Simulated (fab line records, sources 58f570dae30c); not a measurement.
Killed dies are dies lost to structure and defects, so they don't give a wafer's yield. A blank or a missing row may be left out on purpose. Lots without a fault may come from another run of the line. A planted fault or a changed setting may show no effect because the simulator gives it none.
Chamber matching | flow berkeley_cmos170 | UCB170_V2_CVD_00 on pecvd-01: 3 sister chambers
The step deposits SiO2 from TEOS/O2, target thk 2000 nm, time 250 s. 3 wafers are shown with their chamber, then 7 later ones without.

WAFERS WITH THEIR CHAMBER
wafer  | chamber | heater_power_w (W)
L250.1 | 2       | 239
L255.1 | 0       | 298
L255.2 | 1       | 343

WAFERS WITHOUT THEIR CHAMBER
wafer  | heater_power_w (W)
L255.6 | 221
L257.2 | 261
L257.5 | 263
L257.6 | 177
L260.1 | 331
L260.2 | 205
L260.5 | 254

WHICH CHAMBER EACH WENT THROUGH
wafer  | from the rows above          | in truth
L255.6 | can't be placed: 2 or 0      | 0
L257.2 | can't be placed: 2 or 0 or 1 | 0
L257.5 | can't be placed: 2 or 0 or 1 | 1
L257.6 | can't be placed: 2 or 0      | 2
L260.1 | can't be placed: 1 or 0      | 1
L260.2 | can't be placed: 2 or 0      | 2
L260.5 | can't be placed: 2 or 0      | 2
Placed correctly: 0 of 7. Can't be placed from these rows: 7 (the true chamber is among the candidates in 7). Placed wrongly: 0.
How it was worked out, from the rows above alone: a wafer's distance from a chamber is the root of the sum, over the readings, of the square of ((its reading less the chamber's mean) divided by the reading's scatter). The wafer belongs to the nearest chamber; if the next one is less than 2 further off, it can't be placed. A chamber's mean is the mean of its shown wafers. The scatter: with one shown wafer a chamber, the root of the mean of the squares of how far each hidden wafer lies from its nearest shown one.
